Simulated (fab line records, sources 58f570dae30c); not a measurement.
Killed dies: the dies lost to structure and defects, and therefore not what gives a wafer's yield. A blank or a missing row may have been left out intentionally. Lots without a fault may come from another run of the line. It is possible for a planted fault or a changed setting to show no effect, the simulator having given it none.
8D (eight disciplines) problem report, filled in by code    flow berkeley-cmos170    the parts of the form that need people (team, actions taken, sign-off) are left out

1. PROBLEM STATEMENT
Mean PLDD_TW at UCB170_PLDD_TW_MEAS_11: 1073 over 6 wafers in 2 lots; fault-free wafers: 1012, standard deviation 8.3. Measured from the usual mean, that is +7.4 standard deviations.
The first sign was on wafer L678.4 at day 9 10:26, on film-metro-04. The record has a number at this step for 42 wafers belonging to 14 lots. The rule behind "out" and "out of limits": a value lying over 4 standard deviations away from the usual mean. The rest of the wafers with a number are treated as sound.

2. WHAT IT IS, AND WHAT IT ISN'T
question                     is                      is not
which readings at this step  PLDD_TW                 -
which lots                   L678, L679              L663, L664, L665, L666, L668, L669, L670, L675, L680, L682, L684, L686
which wafers of those lots   all that have a number  -
read on which gauges         film-metro-04           film-metro-01, film-metro-02
when                         from day 9 10:26        up to then (24 sound wafers); but 12 sound wafers of L680, L682, L684, L686 came after

3. WHAT RULES OUT EACH SUSPECT
Counting: a tool at any process step up to the reading remains a suspect when it ran all the lots that are out and ran no sound lot after the first of those.
- the gauge at UCB170_PLDD_TW_MEAS_11 is ruled out. All the wafers that are out were read on film-metro-04, but those of them that UCB170_PLDD_IMPLANT_09 has rows for are out there too, on other tools.
- implanter-03 at UCB170_PLDD_IMPLANT_09: kept. All lots that are out passed through it, beginning with L678 at day 9 10:14, and no sound lot followed; its final sound lot before that point was L668 at day 6 23:41. Its own readings are out on those wafers: beam-on-s, dose-ions-cm2, faraday-current-uA.
The count leaves implanter-03 at UCB170_PLDD_IMPLANT_09.

4. THE CAUSE (what the simulator had put in)
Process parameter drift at UCB170_PLDD_IMPLANT_09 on implanter-03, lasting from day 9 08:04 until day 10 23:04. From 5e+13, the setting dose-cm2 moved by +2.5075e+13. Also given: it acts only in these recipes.
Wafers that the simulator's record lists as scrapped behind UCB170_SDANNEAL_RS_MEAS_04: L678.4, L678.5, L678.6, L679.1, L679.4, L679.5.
The count eliminated every tool but this one.

5. THE EFFECT CHAIN, in route order
Each row: a reading whose mean over the struck wafers that have a number lies more than 3 standard deviations from the usual. Only readings whose record carries a usual standard deviation are examined. hours: median over the lots of the time between each lot's start at the first step of this table that gives one and its start at this step. sigmas: the change, counted in usual standard deviations.
hours  step                        reading             usual        on struck wafers  change  sigmas
0      UCB170_PLDD_IMPLANT_09      beam-on-s           9.99 s       13.28             +3.29   +18
0      UCB170_PLDD_IMPLANT_09      dose-ions-cm2       5e+13        8e+13             +3e+13  +99 or more
0      UCB170_PLDD_IMPLANT_09      faraday-current-uA  158.7        179.2             +20.5   +7.1
0      UCB170_PLDD_TW_MEAS_11      PLDD_TW             1012         1073              +61     +7.4
16     UCB170_SDANNEAL_RS_MEAS_04  PLDD_RS             1032 ohm/sq  866               -166    -47
Process steps it contains:
- UCB170_PLDD_IMPLANT_09

6. HOW IT WOULD HAVE BEEN CAUGHT EARLIER
In this record the first reading out of limits at a measuring or inspecting step was taken at day 9 10:26, 2 hours after the fault began at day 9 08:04.
At UCB170_PLDD_IMPLANT_09, the tool's own readings (beam-on-s, dose-ions-cm2, faraday-current-uA) were out on each struck wafer the step has a row for, so an alarm limit on them would have fired on the first such wafer.
Of the lots that are out (2), L679 began UCB170_PLDD_IMPLANT_09 on implanter-03 after day 9 10:26. Holding the tool at that time would have saved it.
